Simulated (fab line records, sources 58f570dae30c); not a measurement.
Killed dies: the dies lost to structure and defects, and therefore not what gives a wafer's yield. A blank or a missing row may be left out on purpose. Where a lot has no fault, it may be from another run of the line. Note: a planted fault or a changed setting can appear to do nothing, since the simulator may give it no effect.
fab line records | flow berkeley_cmos170
record: lots: 14 wafers: 42 last_day: 12
route steps=331 shown NLDD@168 CONTACT@217 M1@249 V2@292
lots with no fault: from the same line, run without faults
start_h: start of the lot's first displayed wafer, in hours after the record's first day | wait_h: hours since the lot's step before | " repeats the value in the row above | L1.1+2: several wafers, shown together as one row | - value missing, or start not given | * or withheld: withheld | < > ~ a bound
route shown NAME@n: a module of which the file shows steps, and the number in the route of the first | usual: average and standard deviation across the fault-free wafers | same: alike in all rows | chamber/n: place in a boat | sites: each site's reading | _std_site: the values' standard deviation | _edge_site: inner sites' mean taken away from outer sites' mean | radius_mm: how far each site lies from the wafer's centre | mask NAME#n: copy n | behind: the tool/chamber that last shaped the wafer | hold: why the lot was held/for how many hours/how that ended | device: names the non-switching transistor (n, p or np) | end of line: the route-end tests of the same wafers | where a step has no rows: the recipe by itself | killed: not the wafer's yield, but the dies lost to structure and defects at the first sort | map: the dies of a wafer, with x for killed, . for not killed, _ for no die there
set.NAME: the setting that was run; set.NAME@STEP: the one run at that earlier step | model.NAME: the simulator's own value behind a step, which no gauge read
route steps across a sampled set of lots; one table per step, one row per wafer
services: a tool's chamber out of use, with start hour (start_h, from the record's first day; less than 0 if before it), hours out, and reason
== steps ==
step: UCB170_NLDD_STRIP_10
recipe: chemistry: O2 power_w: 400 pressure_mtorr: 3500 platen_temp_c: withheld o2_flow_sccm: 400 overash_fraction: 0.5
usual: drypump_motor_current_A: 5.6/0.45 oes_product_au: 0.734/0.0041 strip_time_to_endpoint_s: 21.63/0.062
columns lot.wafer tool chamber start_h wait_h drypump_motor_current_A oes_product_au rf_hours_counter_h strip_time_to_endpoint_s
L459.2 plasma_asher-03 0 131.08 0.1 4.9 0.740 32 21.50
L459.3 " 1 " " 5.7 0.736 - 21.58
L459.4 " 0 " " 4.9 0.738 - 21.57
L457.1 plasma_asher-01 1 131.92 0.1 6.3 0.735 2 21.65
L457.2 " 0 " " 5.5 0.728 2 21.65
L457.4 " 1 " " 6.3 0.738 - 21.63
L456.1 plasma_asher-01 0 135.59 0.1 5.5 0.740 2 21.65
L456.3 " 0 " " 5.5 0.732 - 21.64
L456.5 " 1 " " 6.3 0.736 - 21.69
L460.2 plasma_asher-01 1 149.24 0.1 6.3 0.738 3 21.61
L460.5 " 1 " " 6.3 0.733 - 21.57
L460.6 " 0 " " 5.5 0.733 - 21.55
L462.3 plasma_asher-03 0 159.05 0.1 4.9 0.736 - 21.67
L462.4 " 1 " " 5.7 0.732 - 21.66
L462.5 " 1 " " 5.7 0.734 - 21.71
L461.1 plasma_asher-02 0 159.29 0.1 5.7 0.734 44 21.51
L461.3 " 0 " " 5.7 0.738 - 21.51
L461.5 " 1 " " 5.5 0.727 - 21.48
L463.1 plasma_asher-02 1 162.69 0.1 5.6 0.737 45 21.54
L463.3 " 0 " " 5.7 0.734 - 21.60
L463.4 " 1 " " 5.6 0.737 - 21.52
L464.2 plasma_asher-03 0 164.09 0.1 4.9 0.737 36 21.72
L464.3 " 0 " " 4.9 0.736 - 21.69
L464.6 " 0 " " 4.9 0.730 - 21.67
L465.1 plasma_asher-01 0 176.06 0.1 5.5 0.732 7 21.62
L465.5 " 0 " " 5.5 0.732 - 21.68
L465.6 " 1 " " 6.3 0.736 - 21.65
L466.2 plasma_asher-02 1 176.32 0.1 5.6 0.738 46 21.57
L466.5 " 0 " " 5.7 0.736 - 21.61
L466.6 " 1 " " 5.6 0.729 - 21.60
L467.1 plasma_asher-03 0 191.76 0.1 4.9 0.726 39 21.63
L467.2 " 1 " " 5.7 0.727 39 21.69
L467.4 " 0 " " 4.9 0.727 - 21.60
L471.1 plasma_asher-02 0 201.49 0.1 5.7 0.729 49 21.68
L471.2 " 1 " " 5.6 0.735 49 21.61
L471.6 " 1 " " 5.6 0.728 - 21.61
L478.2 plasma_asher-01 1 239.23 0.1 6.3 0.733 14 21.73
L478.5 " 0 " " 5.5 0.734 - 21.60
L478.6 " 1 " " 6.3 0.728 - 21.64
L479.1 plasma_asher-01 0 244.58 0.1 5.5 0.741 15 21.71
L479.2 " 1 " " 6.3 0.729 15 21.71
L479.5 " 0 " " 5.5 0.741 - 21.71
step: UCB170_CONTACT_CVD_01
recipe: material: PSG target_thk_nm: 700 temp_c: 450 precursor: SiH4/O2/PH3 time_s: 2820 pressure_mtorr: 300 sih4_flow_sccm: 60 o2_flow_sccm: 90 ph3_flow_sccm: 25
usual: pressure_mtorr: 299.9/0.65 sih4_flow_sccm: 60.00/0.19 zone_power_centre_pct: 22.4/1.8
columns lot.wafer tool chamber start_h wait_h pressure_mtorr sih4_flow_sccm zone_power_centre_pct
L457.1 lpcvd-02 1 146.77 0.0 299.6 60.23 23.3
L457.2 " 1 " " 299.3 60.16 23.6
L457.4 " 1 " " 299.3 59.72 23.1
L459.2 lpcvd-02 1 146.77 0.0 299.6 59.87 23.5
L459.3 " 1 " " 300.2 59.71 23.6
L459.4 " 1 " " 300.2 59.93 23.5
L456.1 lpcvd-01 0 146.99 0.0 299.7 60.26 17.5
L456.3 " 0 " " 300.3 60.01 17.2
L456.5 " 0 " " 299.7 60.14 17.7
L460.2 lpcvd-01 0 161.03 0.6 300.2 60.16 17.6
L460.5 " 0 " " 300.4 60.02 17.6
L460.6 " 0 " " 300.5 59.95 17.7
L461.1 lpcvd-01 1 170.92 0.0 300.4 59.71 23.3
L461.3 " 1 " " 300.0 59.83 23.7
L461.5 " 1 " " 300.1 59.91 23.2
L462.3 lpcvd-02 1 171.11 0.0 299.1 59.93 23.1
L462.4 " 1 " " 299.2 59.83 23.5
L462.5 " 1 " " 300.0 60.16 23.2
L463.1 lpcvd-02 0 175.62 0.8 300.6 59.99 21.3
L463.3 " 0 " " 299.1 60.03 20.9
L463.4 " 0 " " 299.3 60.10 20.7
L464.2 lpcvd-02 0 175.62 0.3 299.3 60.35 21.4
L464.3 " 0 " " 299.5 60.33 20.9
L464.6 " 0 " " 300.0 60.17 21.1
L466.2 lpcvd-01 1 187.67 0.0 299.5 60.05 23.6
L466.5 " 1 " " 300.4 59.69 23.8
L466.6 " 1 " " 300.4 59.63 23.5
L465.1 lpcvd-02 1 189.11 1.2 299.9 48.00 23.3
L465.5 " 1 " " 298.9 47.82 23.4
L465.6 " 1 " " 300.7 48.00 23.3
L467.1 lpcvd-02 1 204.61 0.0 300.3 48.10 23.3
L467.2 " 1 " " 299.3 47.98 23.4
L467.4 " 1 " " 300.0 48.17 23.8
L471.1 lpcvd-01 1 215.89 0.0 301.9 60.17 23.7
L471.2 " 1 " " 300.2 60.44 23.5
L471.6 " 1 " " 301.7 60.04 23.5
L478.2 lpcvd-01 1 251.02 0.0 299.5 60.11 23.2
L478.5 " 1 " " 299.6 60.27 23.6
L478.6 " 1 " " 299.7 60.30 23.5
L479.1 lpcvd-01 1 255.69 0.0 300.1 59.87 23.5
L479.2 " 1 " " 300.2 60.30 23.7
L479.5 " 1 " " 300.5 59.85 23.4
step: UCB170_CONTACT_THK_MEAS_02
recipe: reads: PSG_of_CONTACT_CVD_01
usual: CONTACT_PSG_THK: 703/6.7
columns lot.wafer tool chamber start_h wait_h CONTACT_PSG_THK[nm]
L457.1 film_metro-03 - 148.56 0.0 699
L457.2 " - " " 706
L457.4 " - " " 702
L459.2 film_metro-04 - 148.57 0.0 700
L459.3 " - " " 706
L459.4 " - " " 699
L456.1 film_metro-01 - 148.78 0.0 699
L456.3 " - " " 697
L456.5 " - " " 692
L460.2 film_metro-03 - 162.83 0.0 705
L460.5 " - " " 699
L460.6 " - " " 700
L462.3 film_metro-04 - 172.92 0.0 707
L462.4 " - " " 701
L462.5 " - " " 699
L461.1 film_metro-03 - 173.59 0.0 698
L461.3 " - " " 704
L461.5 " - " " 697
L463.1 film_metro-04 - 177.40 0.0 685
L463.3 " - " " 690
L463.4 " - " " 697
L464.2 film_metro-01 - 177.41 0.0 702
L464.3 " - " " 696
L464.6 " - " " 702
L466.2 film_metro-03 - 189.47 0.0 704
L466.5 " - " " 713
L466.6 " - " " 709
L465.1 film_metro-04 - 190.89 0.0 652
L465.5 " - " " 657
L465.6 " - " " 648
L467.1 film_metro-01 - 206.39 0.0 656
L467.2 " - " " 654
L467.4 " - " " 662
L471.1 film_metro-03 - 217.67 0.0 698
L471.2 " - " " 697
L471.6 " - " " 704
L478.2 film_metro-04 - 252.81 0.0 697
L478.5 " - " " 703
L478.6 " - " " 697
L479.1 film_metro-01 - 257.48 0.0 702
L479.2 " - " " 700
L479.5 " - " " 701
step: UCB170_CONTACT_ETCH_18
recipe: chemistry: CHF3/CF4/Ar target: PSG stop_on: TiSi2 CHF3_flow_sccm: 45 cf4_flow_sccm: 15 Ar_flow_sccm: 150 pressure_mtorr: 200 rf_w: 700 target_depth_a: 8400 over_etch_frac: 0.1942 time_s: 195
usual: CHF3_flow_sccm: 45.00/0.13 drypump_motor_current_A: 6.0/0.46 oes_product_au: 0.904/0.009 throttle_valve_pct: 6.91/0.091
columns lot.wafer tool chamber start_h wait_h CHF3_flow_sccm drypump_motor_current_A oes_product_au rf_hours_counter_h throttle_valve_pct
L459.2 rie_diel-03 2 - - 44.84 5.8 0.906 138 6.86
L459.3 " 3 " " 45.12 5.6 0.910 16 6.92
L459.4 " 0 " " 45.12 5.8 0.892 92 6.87
L457.1 rie_diel-04 1 - - 45.01 5.5 0.894 46 6.94
L457.2 " 0 " " 44.97 6.3 0.914 16 6.94
L457.4 " 3 " " 45.12 6.7 0.890 19 6.91
L456.1 rie_diel-03 1 - - 45.08 5.3 0.899 20 6.94
L456.3 " 2 " " 45.09 5.8 0.892 138 6.87
L456.5 " 0 " " 45.08 5.7 0.893 - 6.87
L460.2 rie_diel-03 2 - - 45.10 5.8 0.902 139 6.85
L460.5 " 0 " " 45.28 5.7 0.898 - 6.88
L460.6 " 1 " " 44.83 5.3 0.909 - 6.94
L462.3 rie_diel-02 1 - - 44.97 5.7 0.909 35 6.71
L462.4 " 3 " " 45.13 6.4 0.902 - 6.99
L462.5 " 2 " " 45.03 6.5 0.905 - 6.94
L461.1 rie_diel-04 1 - - 44.88 5.5 0.893 47 6.94
L461.3 " 0 " " 45.02 6.3 0.924 17 6.95
L461.5 " 3 " " 44.89 6.7 0.890 - 6.91
L463.1 rie_diel-02 3 - - 44.80 6.4 0.891 1 7.00
L463.3 " 1 " " 44.95 5.8 0.896 36 6.71
L463.4 " 2 " " 45.06 6.5 0.900 - 6.91
L464.2 rie_diel-04 1 - - 45.03 5.5 0.901 47 6.95
L464.3 " 0 " " 44.88 6.3 0.914 17 6.94
L464.6 " 2 " " 45.06 6.7 0.905 - 7.08
L466.2 rie_diel-04 3 - - 45.10 6.8 0.895 21 6.92
L466.5 " 2 " " 44.97 6.7 0.919 - 7.10
L466.6 " 1 " " 44.87 5.5 0.900 - 6.93
L465.1 rie_diel-03 0 - - 44.98 5.7 0.865 94 6.86
L465.5 " 3 " " 44.83 5.5 0.861 - 6.92
L465.6 " 2 " " 44.94 5.8 0.857 - 6.89
L467.1 rie_diel-02 0 - - 45.00 5.9 0.881 141 6.94
L467.2 " 1 " " 45.16 5.8 0.861 37 6.71
L467.4 " 0 " " 44.93 5.9 0.881 - 6.94
L471.1 rie_diel-03 2 - - 45.12 5.8 0.898 141 6.86
L471.2 " 1 " " 44.93 5.3 0.902 23 6.93
L471.6 " 1 " " 45.16 5.3 0.905 - 6.94
L478.2 rie_diel-03 1 - - 44.91 5.3 0.897 25 6.93
L478.5 " 0 " " 44.86 5.8 0.900 - 6.87
L478.6 " 1 " " 44.99 5.3 0.894 - 6.93
L479.1 rie_diel-02 1 - - 44.98 5.8 0.902 40 6.73
L479.2 " 3 " " 45.09 6.4 0.907 5 6.98
L479.5 " 0 " " 45.16 5.9 0.913 - 6.94
step: UCB170_M1_ETCH_11
recipe: chemistry: N2/H2 target_depth_a: withheld overetch_a: withheld target: BARC time_s: withheld source_w: 500 bias_w: 100 pressure_mtorr: 30 n2_flow_sccm: 100 h2_flow_sccm: 200
usual: drypump_motor_current_A: 5.8/0.57 oes_product_au: 0.999/0.027 throttle_valve_pct: 13.27/0.16
columns lot.wafer tool chamber start_h wait_h drypump_motor_current_A oes_product_au throttle_valve_pct
L459.2 rie_diel-03 0 154.43 0.0 5.8 1.011 12.95
L459.3 " 2 " " 5.8 0.973 13.45
L459.4 " 3 " " 5.5 1.017 13.33
L457.1 rie_diel-01 0 154.62 0.0 5.5 0.977 13.12
L457.2 " 2 " " 6.1 0.948 13.29
L457.4 " 3 " " 5.1 1.005 13.33
L456.1 rie_diel-01 3 155.26 0.0 5.1 0.995 13.32
L456.3 " 0 " " 5.5 0.972 13.09
L456.5 " 3 " " 5.1 1.000 13.31
L460.2 rie_diel-01 3 170.57 0.0 5.1 1.001 13.31
L460.5 " 2 " " 6.0 0.957 13.30
L460.6 " 3 " " 5.1 1.011 13.31
L462.3 rie_diel-03 3 177.03 0.0 5.5 1.014 13.33
L462.4 " 0 " " 5.7 0.996 12.95
L462.5 " 0 " " 5.8 0.999 12.94
L461.1 rie_diel-01 1 177.58 0.0 5.0 1.010 13.35
L461.3 " 3 " " 5.1 1.023 13.32
L461.5 " 0 " " 5.5 1.001 13.10
L463.1 rie_diel-04 2 181.61 0.0 6.7 1.050 13.58
L463.3 " 1 " " 5.5 0.981 13.18
L463.4 " 0 " " 6.2 1.039 13.36
L464.2 rie_diel-03 3 181.89 0.0 5.5 1.014 13.31
L464.3 " 0 " " 5.8 0.988 12.96
L464.6 " 1 " " 5.3 0.980 13.12
L466.2 rie_diel-01 3 193.74 0.0 5.1 1.013 13.33
L466.5 " 2 " " 6.0 0.955 13.29
L466.6 " 3 " " 5.1 1.008 13.34
L465.1 rie_diel-04 2 195.18 0.0 6.7 1.045 13.58
L465.5 " 2 " " 6.7 1.048 13.58
L465.6 " 3 " " 6.7 1.016 13.28
L467.1 rie_diel-01 3 211.38 0.0 5.1 1.004 13.32
L467.2 " 2 " " 6.0 0.958 13.28
L467.4 " 1 " " 5.1 1.029 13.35
L471.1 rie_diel-01 3 222.70 0.0 5.1 0.999 13.33
L471.2 " 1 " " 5.1 1.006 13.35
L471.6 " 3 " " 5.1 0.999 13.32
L478.2 rie_diel-04 3 256.75 0.0 6.8 1.024 13.28
L478.5 " 3 " " 6.8 1.031 13.27
L478.6 " 2 " " 6.8 1.043 13.58
L479.1 rie_diel-01 3 261.55 0.0 5.1 0.994 13.31
L479.2 " 1 " " 5.1 1.000 13.34
L479.5 " 2 " " 6.0 0.968 13.29
step: UCB170_V2_CVD_00
recipe: material: SiO2 target_thk_nm: 2000 temp_c: 390 precursor: TEOS/O2 time_s: 250 rf_w: 550 pressure_mtorr: 9000
usual: heater_power_w: 229/47 pressure_mtorr: 9000/16
columns lot.wafer tool chamber start_h wait_h heater_power_w pressure_mtorr
L457.1 pecvd-04 2 164.29 0.1 255 9003
L457.2 " 0 " " 252 8993
L457.4 " 0 " " 168 9002
L456.1 pecvd-01 1 164.64 0.1 233 8978
L456.3 " 0 " " 193 8995
L456.5 " 0 " " 135 9006
L459.2 pecvd-04 1 164.96 0.1 284 9001
L459.3 " 2 " " 262 8990
L459.4 " 1 " " 206 9013
L460.2 pecvd-01 2 181.41 0.1 253 8976
L460.5 " 2 " " 335 9003
L460.6 " 1 " " 195 9010
L462.3 pecvd-04 1 187.79 0.1 266 8975
L462.4 " 1 " " 206 8978
L462.5 " 0 " " 170 8992
L461.1 pecvd-02 0 188.36 0.1 253 8994
L461.3 " 2 " " 261 8998
L461.5 " 2 " " 205 8999
L463.1 pecvd-01 0 190.84 0.1 217 8982
L463.3 " 2 " " 262 8991
L463.4 " 2 " " 327 9000
L464.2 pecvd-04 2 191.25 0.1 222 9007
L464.3 " 1 " " 247 8964
L464.6 " 2 " " 285 8985
L466.2 pecvd-01 1 205.26 0.1 249 9004
L466.5 " 2 " " 319 8972
L466.6 " 0 " " 199 9001
L465.1 pecvd-02 2 205.69 0.1 245 8996
L465.5 " 2 " " 207 9020
L465.6 " 1 " " 256 8993
L467.1 pecvd-04 0 225.12 0.1 251 9014
L467.2 " 1 " " 270 8995
L467.4 " 2 " " 264 8980
L471.1 pecvd-04 2 230.75 0.1 268 9030
L471.2 " 0 " " 239 9006
L471.6 " 0 " " 171 9006
L478.2 pecvd-04 0 267.95 0.1 174 9020
L478.5 " 0 " " 153 9021
L478.6 " 2 " " 182 9005
L479.1 pecvd-01 1 271.44 0.1 251 9005
L479.2 " 0 " " 189 8996
L479.5 " 2 " " 239 8990
== services ==
columns tool chamber start_h hours kind
plasma_asher-01 - 108.75 9.0 pm
plasma_asher-03 - 109.95 6.8 repair
rie_diel-03 3 112.52 3.3 repair
rie_diel-04 0 130.58 8.8 repair
rie_diel-03 0 131.43 3.7 repair
pecvd-04 2 134.37 1.8 repair
pecvd-01 - 135.50 14.0 pm
lpcvd-01 - 137.38 6.0 pm
pecvd-04 2 139.34 - calibration
rie_diel-01 0 140.39 6.4 repair
lpcvd-02 - 157.37 0.7 repair
rie_diel-02 0 164.85 27.0 repair
pecvd-01 - 180.89 0.5 repair
rie_diel-02 3 203.34 6.8 repair
pecvd-02 0 205.54 4.9 repair
rie_diel-01 3 212.34 7.7 repair
rie_diel-01 - 215.04 2.8 pm
rie_diel-03 0 226.47 10.5 repair
rie_diel-01 2 229.06 3.8 repair
rie_diel-01 2 234.29 26.2 repair
rie_diel-03 2 236.99 - clean
rie_diel-03 2 236.99 19.1 scheduled_down
rie_diel-03 2 236.99 19.1 vent_cycle
pecvd-04 - 242.50 14.0 pm
== key ==
first_sign: step: UCB170_CONTACT_CVD_01 reading: sih4_flow_sccm direction: down sigmas: 62 usual: 60.00 struck: 48.01
effect: step: UCB170_CONTACT_THK_MEAS_02 reading: CONTACT_PSG_THK direction: down sigmas: 7.2 usual: 703 struck: 655
effect: step: UCB170_CONTACT_ETCH_18 reading: oes_product_au direction: down sigmas: 4.1 usual: 0.904 struck: 0.868
met_at UCB170_CONTACT_CVD_01
struck_lots L465,L467
tester_left_out L465,L467
not_acting_at UCB170_NLDD_STRIP_10,UCB170_M1_ETCH_11,UCB170_V2_CVD_00
onset_between 175.62 189.11
fault: kind: process_parameter_drift tool: lpcvd-02 chamber: - onset_h: 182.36 steps: UCB170_CONTACT_CVD_01 channel: sih4_flow_sccm offset: -12 shape: step end_h: 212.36 acts_in: these_recipes_only stated: 60
tester_left_out: of these lots the tester's yield and bins aren't shown, on N5 and GAA mostly nor the transistor test; their killed dies are dies lost to structure and defects alone, not to doping, threshold or leakage, so they don't give the yield
